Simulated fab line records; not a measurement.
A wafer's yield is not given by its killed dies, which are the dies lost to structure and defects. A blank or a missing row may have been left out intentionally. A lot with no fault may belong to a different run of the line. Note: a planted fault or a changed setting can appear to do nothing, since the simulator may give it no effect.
fab line records | flow berkeley_cmos170
[record] lots = 6 | wafers = 18 | last_day = 14
route steps=331 shown M2@289 V2@292
lots that met no fault: taken from a fault-free run of the same line
start_h: the number of hours between the record's first day and the start of the first shown wafer of the lot | wait_h: hours elapsed since this lot's preceding step | " unchanged from the row above | L1.1+2: one row covering several wafers at once | - value missing, or start not given | * or withheld: withheld | < > ~ a bound
route shown NAME@n: a module of which the file shows steps, and the number in the route of the first | usual: mean/standard deviation of fault-free wafers | same: alike in all rows | chamber/n: place in a boat | sites: the reading at each site | _std_site: how widely they spread, as a standard deviation | _edge_site: outer sites' mean less inner sites' | radius_mm: for every site, how far away it sits from the centre of the wafer | mask NAME#n: copy n | behind: the most recent tool/chamber to have shaped the wafer | hold: why the lot was held/for how many hours/how that ended | device: which transistor (n, p or np) failed to switch | end of line: the route-end tests of the same wafers | where a step has no rows: the recipe by itself | killed: at the first sort, the dies lost to defects and structure; wafer yield is something else | map: a wafer's dies, x killed, . not, _ none there
set.NAME: the run value of the setting; set.NAME@STEP: its run value at that earlier step | model.NAME: the simulator's own value behind a step, which no gauge read
lots seen at some steps along the route; tables by step, rows by wafer
services: from which hour (start_h, from the record's first day; less than 0 if before it) a tool's chamber was out of use, for how many hours, and why
[[steps]]
[step UCB170_M2_METAL_ETCH_18]
[recipe] chemistry = Cl2/BCl3 | target = Al | stop_on = SiO2 | pressure_mtorr = 12 | target_depth_a = 11700 | over_etch_frac = 0.3 | time_s = 195 | icp_w = 600 | bias_w = 120 | Cl2_flow_sccm = 90 | bcl3_flow_sccm = 45
[usual] chamber_pressure_mTorr = 11.999/0.011 | drypump_motor_current_A = 5.3/0.39 | oes_product_au = 0.839/0.013 | throttle_valve_pct = 24.50/0.19
lot.wafer | tool         | chamber | start_h | wait_h | chamber_pressure_mTorr | drypump_motor_current_A | oes_product_au | rf_hours_counter_h | throttle_valve_pct
L564.1    | rie_metal-02 | 1       | 194.00  | -      | 11.989                 | 5.9                     | 0.854          | 2                  | 24.78
L564.2    | "            | 0       | "       | "      | 11.985                 | 5.5                     | 0.835          | 12                 | 24.59
L564.4    | "            | 0       | "       | "      | 11.986                 | 5.5                     | 0.835          | -                  | 24.61
L568.3    | rie_metal-04 | 1       | 214.29  | -      | 11.992                 | 5.7                     | 0.835          | -                  | 24.32
L568.4    | "            | 0       | "       | "      | 11.986                 | 5.2                     | 0.844          | -                  | 24.22
L568.6    | "            | 0       | "       | "      | 11.990                 | 5.2                     | 0.842          | -                  | 24.20
L577.1    | rie_metal-04 | 1       | 266.96  | -      | 11.982                 | 5.8                     | 0.832          | 3                  | 24.32
L577.3    | "            | 1       | "       | "      | 11.979                 | 5.8                     | 0.841          | -                  | 24.33
L577.5    | "            | 1       | "       | "      | 11.992                 | 5.8                     | 0.832          | -                  | 24.32
L578.1    | rie_metal-01 | 1       | 286.68  | -      | 11.996                 | 5.0                     | 0.822          | 9                  | 24.57
L578.2    | "            | 0       | "       | "      | 11.991                 | 4.8                     | 0.828          | 11                 | 24.64
L578.5    | "            | 0       | "       | "      | 11.993                 | 4.8                     | 0.836          | -                  | 24.64
L579.4    | rie_metal-02 | 0       | 286.99  | -      | 11.994                 | 5.5                     | 0.846          | -                  | 24.61
L579.5    | "            | 0       | "       | "      | 11.985                 | 5.5                     | 0.846          | -                  | 24.60
L579.6    | "            | 1       | "       | "      | 11.992                 | 5.9                     | 0.885          | -                  | 24.76
L585.2    | rie_metal-04 | 0       | 332.43  | -      | 11.988                 | 5.2                     | 0.829          | 10                 | 24.20
L585.3    | "            | 1       | "       | "      | 12.010                 | 5.8                     | 0.833          | -                  | 24.31
L585.6    | "            | 0       | "       | "      | 12.004                 | 5.2                     | 0.832          | -                  | 24.20
[step UCB170_M2_STRIP_19]
[recipe] chemistry = O2 | power_w = 400 | pressure_mtorr = 3500 | platen_temp_c = withheld | o2_flow_sccm = 400 | overash_fraction = 0.5
[usual] chamber_pressure_mTorr = 3500/3.2 | drypump_motor_current_A = 5.8/0.58 | oes_product_au = 0.541/0.029
lot.wafer | tool            | chamber | start_h | wait_h | chamber_pressure_mTorr | drypump_motor_current_A | oes_product_au | rf_hours_counter_h
L564.1    | plasma_asher-03 | 0       | 194.18  | 0.1    | 3495                   | 5.0                     | 0.494          | 47
L564.2    | "               | 1       | "       | "      | 3503                   | 6.5                     | 0.537          | 47
L564.4    | "               | 1       | "       | "      | 3498                   | 6.5                     | 0.532          | -
L568.3    | plasma_asher-03 | 0       | 214.45  | 0.1    | 3503                   | 5.0                     | 0.544          | -
L568.4    | "               | 1       | "       | "      | 3495                   | 6.6                     | 0.521          | -
L568.6    | "               | 1       | "       | "      | 3500                   | 6.6                     | 0.522          | -
L577.1    | plasma_asher-02 | 0       | 267.14  | 0.1    | 3505                   | 6.5                     | 0.565          | 13
L577.3    | "               | 0       | "       | "      | 3500                   | 6.5                     | 0.554          | -
L577.5    | "               | 0       | "       | "      | 3500                   | 6.5                     | 0.563          | -
L578.1    | plasma_asher-04 | 0       | 286.87  | 0.1    | 3499                   | 5.4                     | 0.526          | 57
L578.2    | "               | 1       | "       | "      | 3505                   | 5.7                     | 0.580          | 57
L578.5    | "               | 0       | "       | "      | 3498                   | 5.4                     | 0.576          | -
L579.4    | plasma_asher-03 | 1       | 287.15  | 0.1    | 3500                   | 6.5                     | 0.515          | -
L579.5    | "               | 1       | "       | "      | 3496                   | 6.5                     | 0.526          | -
L579.6    | "               | 0       | "       | "      | 3501                   | 5.0                     | 0.489          | -
L585.2    | plasma_asher-02 | 1       | 332.62  | 0.1    | 3499                   | 5.5                     | 0.532          | 21
L585.3    | "               | 0       | "       | "      | 3503                   | 6.5                     | 0.563          | -
L585.6    | "               | 0       | "       | "      | 3503                   | 6.5                     | 0.529          | -
[step UCB170_M2_CD_MEAS_90]
[recipe] target_cd_nm = 700
[usual] cd_nm = 702/4.3
lot.wafer | tool      | chamber | start_h | wait_h | cd_nm
L564.1    | cd_sem-01 | -       | 194.28  | 0.1    | 692
L564.2    | "         | -       | "       | "      | 699
L564.4    | "         | -       | "       | "      | 701
L568.3    | cd_sem-02 | -       | 214.56  | 0.1    | 705
L568.4    | "         | -       | "       | "      | 702
L568.6    | "         | -       | "       | "      | 702
L577.1    | cd_sem-02 | -       | 267.24  | 0.1    | 703
L577.3    | "         | -       | "       | "      | 707
L577.5    | "         | -       | "       | "      | 704
L578.1    | cd_sem-02 | -       | 287.08  | 0.2    | 706
L578.2    | "         | -       | "       | "      | 704
L578.5    | "         | -       | "       | "      | 705
L579.4    | cd_sem-02 | -       | 287.27  | 0.1    | 697
L579.5    | "         | -       | "       | "      | 699
L579.6    | "         | -       | "       | "      | 696
L585.2    | cd_sem-02 | -       | 332.74  | 0.1    | 705
L585.3    | "         | -       | "       | "      | 708
L585.6    | "         | -       | "       | "      | 702
[step UCB170_V2_CVD_00]
[recipe] material = SiO2 | target_thk_nm = 2000 | temp_c = 390 | precursor = TEOS/O2 | time_s = 250 | rf_w = 550 | pressure_mtorr = 9000
[usual] heater_power_w = 267/79
lot.wafer | tool     | chamber | start_h | wait_h | heater_power_w
L564.1    | pecvd-01 | 0       | 194.40  | 0.1    | 418
L564.2    | "        | 2       | "       | "      | 307
L564.4    | "        | 1       | "       | "      | 193
L568.3    | pecvd-01 | 0       | 214.64  | 0.1    | 352
L568.4    | "        | 2       | "       | "      | 240
L568.6    | "        | 1       | "       | "      | 194
L577.1    | pecvd-03 | 0       | 267.36  | 0.1    | 337
L577.3    | "        | 1       | "       | "      | 327
L577.5    | "        | 2       | "       | "      | 265
L578.1    | pecvd-03 | 1       | 287.20  | 0.1    | 336
L578.2    | "        | 0       | "       | "      | 330
L578.5    | "        | 1       | "       | "      | 238
L579.4    | pecvd-01 | 1       | 287.41  | 0.1    | 190
L579.5    | "        | 2       | "       | "      | 331
L579.6    | "        | 0       | "       | "      | 436
L585.2    | pecvd-03 | 2       | 332.84  | 0.1    | 246
L585.3    | "        | 0       | "       | "      | 252
L585.6    | "        | 2       | "       | "      | 193
[step UCB170_V2_THK_MEAS_01]
[recipe] reads = SiO2_of_V2_CVD_00
[usual] V2_TEOS_THK = 1995/34
lot.wafer | tool          | chamber | start_h | wait_h | V2_TEOS_THK[nm]
L564.1    | film_metro-04 | -       | 194.56  | 0.1    | 1987
L564.2    | "             | -       | "       | "      | 1956
L564.4    | "             | -       | "       | "      | 1972
L568.3    | film_metro-01 | -       | 214.81  | 0.1    | 1953
L568.4    | "             | -       | "       | "      | 2030
L568.6    | "             | -       | "       | "      | 2001
L577.1    | film_metro-04 | -       | 267.53  | 0.1    | 1950
L577.3    | "             | -       | "       | "      | 2027
L577.5    | "             | -       | "       | "      | 2042
L578.1    | film_metro-04 | -       | 287.36  | 0.1    | 1999
L578.2    | "             | -       | "       | "      | 1974
L578.5    | "             | -       | "       | "      | 2027
L579.4    | film_metro-01 | -       | 287.52  | 0.0    | 1980
L579.5    | "             | -       | "       | "      | 1985
L579.6    | "             | -       | "       | "      | 1986
L585.2    | film_metro-02 | -       | 333.00  | 0.1    | 1975
L585.3    | "             | -       | "       | "      | 1937
L585.6    | "             | -       | "       | "      | 1979
[step UCB170_V2_CMP_02]
[recipe] material = SiO2 | down_force_psi = 6 | platen_rpm = 60 | pad_velocity_m_s = 0.75398
[usual] motor_current_A = 16.6/1.9
lot.wafer | tool   | chamber | start_h | wait_h | motor_current_A
L564.4    | cmp-01 | 0       | 194.62  | 0.0    | 15.3
L564.2    | "      | 1       | "       | "      | 19.5
L564.1    | "      | 2       | "       | "      | 18.3
L568.4    | cmp-01 | 2       | 214.85  | 0.0    | 17.2
L568.3    | "      | 3       | "       | "      | 16.6
L568.6    | "      | 2       | "       | "      | 18.3
L577.3    | cmp-01 | 3       | 267.69  | 0.1    | 16.3
L577.1    | "      | 0       | "       | "      | 14.7
L577.5    | "      | 1       | "       | "      | 19.5
L578.2    | cmp-01 | 0       | 287.47  | 0.1    | 14.6
L578.1    | "      | 1       | "       | "      | 19.9
L578.5    | "      | 3       | "       | "      | 15.6
L579.4    | cmp-02 | 2       | 287.60  | 0.1    | 14.1
L579.6    | "      | 1       | "       | "      | 16.4
L579.5    | "      | 2       | "       | "      | 14.1
L585.2    | cmp-01 | 1       | 333.05  | 0.0    | 20.0
L585.3    | "      | 3       | "       | "      | 16.2
L585.6    | "      | 2       | "       | "      | 18.0
[step UCB170_V2_BOW_MEAS_03]
[recipe] mode = bow
[usual] V2_BOW = 38/6.8
lot.wafer | tool          | chamber | start_h | wait_h | V2_BOW[um]
L564.1    | film_metro-04 | -       | 194.92  | 0.1    | 27
L564.2    | "             | -       | "       | "      | 31
L564.4    | "             | -       | "       | "      | 29
L568.3    | film_metro-01 | -       | 215.19  | 0.2    | 41
L568.4    | "             | -       | "       | "      | 36
L568.6    | "             | -       | "       | "      | 44
L577.1    | film_metro-01 | -       | 267.89  | 0.1    | 41
L577.3    | "             | -       | "       | "      | 31
L577.5    | "             | -       | "       | "      | 29
L578.1    | film_metro-02 | -       | 287.72  | 0.1    | 45
L578.2    | "             | -       | "       | "      | 33
L578.5    | "             | -       | "       | "      | 48
L579.4    | film_metro-04 | -       | 287.91  | 0.3    | 42
L579.5    | "             | -       | "       | "      | 40
L579.6    | "             | -       | "       | "      | 40
L585.2    | film_metro-02 | -       | 333.37  | 0.3    | 42
L585.3    | "             | -       | "       | "      | 42
L585.6    | "             | -       | "       | "      | 47
[step UCB170_V2_THK_MEAS_04]
[recipe] reads = SiO2_of_V2_CVD_00
[usual] V2_POLISHED_THK = 1000.1/1.3
lot.wafer | tool          | chamber | start_h | wait_h | V2_POLISHED_THK[nm]
L564.1    | film_metro-04 | -       | 195.04  | 0.1    | 998.9
L564.2    | "             | -       | "       | "      | 999.2
L564.4    | "             | -       | "       | "      | 999.4
L568.3    | film_metro-01 | -       | 215.29  | 0.1    | 1002.1
L568.4    | "             | -       | "       | "      | 1000.4
L568.6    | "             | -       | "       | "      | 1002.3
L577.1    | film_metro-01 | -       | 268.01  | 0.1    | 997.9
L577.3    | "             | -       | "       | "      | 1000.2
L577.5    | "             | -       | "       | "      | 997.6
L578.1    | film_metro-02 | -       | 287.84  | 0.1    | 999.9
L578.2    | "             | -       | "       | "      | 1000.1
L578.5    | "             | -       | "       | "      | 1000.6
L579.4    | film_metro-04 | -       | 288.00  | 0.1    | 1000.6
L579.5    | "             | -       | "       | "      | 1000.6
L579.6    | "             | -       | "       | "      | 999.1
L585.2    | film_metro-02 | -       | 333.48  | 0.1    | 997.7
L585.3    | "             | -       | "       | "      | 1002.2
L585.6    | "             | -       | "       | "      | 999.7
[step UCB170_V2_CLEAN_05]
[recipe] chemistry = DIW
[step UCB170_V2_HMDS_06]
[recipe] prime_time_s = 60 | prime_temp_c = 100
[step UCB170_V2_COAT_07]
[recipe] resist = KrF | spin_rpm = 1500 | resist_thk_nm = 900
[step UCB170_V2_SOFTBAKE_08]
[recipe] resist = KrF | temp_c = 130 | time_s = 60
[step UCB170_V2_EXPOSE_09]
[recipe] mask_id = VIA2 | target_cd_nm = 700 | na = 0.5 | sigma_outer = 0.6 | source_shape = conventional | dose_mj = 37
[usual] exposure_dose_mJ_cm2 = 37.19/0.039 | focus_offset_nm = 0.0/0.51
lot.wafer | tool           | chamber | start_h | wait_h | mask   | exposure_dose_mJ_cm2 | focus_offset_nm
L564.1    | krf_scanner-01 | 0       | 195.72  | 0.1    | VIA2#0 | 37.17                | 0.2
L564.2    | "              | 0       | "       | "      | VIA2#0 | 37.21                | 0.4
L564.4    | "              | 0       | "       | "      | VIA2#0 | 37.19                | -0.4
L568.3    | krf_scanner-01 | 0       | 216.00  | 0.1    | VIA2#0 | 37.24                | 0.1
L568.4    | "              | 0       | "       | "      | VIA2#0 | 37.17                | -0.2
L568.6    | "              | 0       | "       | "      | VIA2#0 | 37.21                | 0.6
L577.1    | krf_scanner-02 | -       | 268.90  | 0.1    | VIA2#0 | -                    | -
L577.3    | "              | -       | "       | "      | VIA2#0 | -                    | -
L577.5    | "              | -       | "       | "      | VIA2#0 | -                    | -
L578.1    | krf_scanner-02 | -       | 288.56  | 0.1    | VIA2#0 | -                    | -
L578.2    | "              | -       | "       | "      | VIA2#0 | -                    | -
L578.5    | "              | -       | "       | "      | VIA2#0 | -                    | -
L579.4    | krf_scanner-02 | 0       | 288.88  | 0.1    | VIA2#0 | 37.19                | -0.9
L579.5    | "              | 0       | "       | "      | VIA2#0 | 37.23                | -1.0
L579.6    | "              | 0       | "       | "      | VIA2#0 | 37.22                | -0.8
L585.2    | krf_scanner-02 | 0       | 334.43  | 0.3    | VIA2#0 | 37.22                | 0.6
L585.3    | "              | 0       | "       | "      | VIA2#0 | 37.22                | 0.1
L585.6    | "              | 0       | "       | "      | VIA2#0 | 37.15                | 1.0
[step UCB170_V2_PEB_10]
[recipe] peb_temp_c = 130 | peb_time_s = withheld | resist = KrF
[[services]]
tool            | chamber | start_h | hours | kind
cmp-01          | -       | 186.57  | 2.2   | repair
krf_scanner-02  | -       | 198.41  | 1.3   | pm
pecvd-01        | -       | 204.21  | 2.1   | repair
krf_scanner-02  | 0       | 207.05  | -     | calibration
krf_scanner-01  | -       | 207.42  | 1.3   | pm
rie_metal-01    | 0       | 209.38  | 44.8  | repair
rie_metal-01    | -       | 210.82  | 1.1   | repair
krf_scanner-01  | -       | 222.79  | 11.6  | pm
rie_metal-01    | -       | 224.60  | 1.4   | pm
cmp-01          | -       | 225.58  | 4.5   | pm
cmp-02          | -       | 232.00  | 4.0   | pm
krf_scanner-02  | -       | 241.08  | 1.0   | pm
pecvd-03        | -       | 242.50  | 14.0  | pm
pecvd-03        | 0       | 242.50  | 14.0  | vent_cycle
krf_scanner-01  | -       | 267.66  | 2.8   | repair
krf_scanner-01  | -       | 268.39  | 6.0   | repair
krf_scanner-01  | -       | 276.39  | 1.0   | pm
krf_scanner-01  | -       | 279.96  | 4.4   | pm
krf_scanner-02  | -       | 304.30  | 3.6   | pm
krf_scanner-01  | -       | 307.86  | 0.8   | pm
krf_scanner-02  | -       | 308.61  | 4.0   | pm
pecvd-01        | -       | 310.91  | 1.1   | repair
cmp-02          | -       | 315.86  | 8.4   | pm
plasma_asher-04 | -       | 323.24  | 15.2  | repair
[[key]]
[first_sign] step = UCB170_V2_EXPOSE_09 | reading = tool_record | direction = missing
effect none on later readings
met_at UCB170_V2_EXPOSE_09
struck_wafers L577.1,L577.3,L577.5,L578.1,L578.2,L578.5
later_rows_left_out L577.1,L577.3,L577.5,L578.1,L578.2,L578.5
sort_left_out L577.1,L577.3,L577.5,L578.1,L578.2,L578.5
[fault] kind = skipped_step_whole | tool = krf_scanner-02 | chamber = - | onset_h = 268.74 | steps = UCB170_V2_EXPOSE_09 | scope = struck_lots_only
// sort_left_out: the simulated sort isn't trusted on such a fault, so these wafers' sort isn't shown, and their yield isn't known
// later_rows_left_out: the simulator's readings of these wafers behind a module that went badly wrong aren't trusted and aren't shown, but for the sort
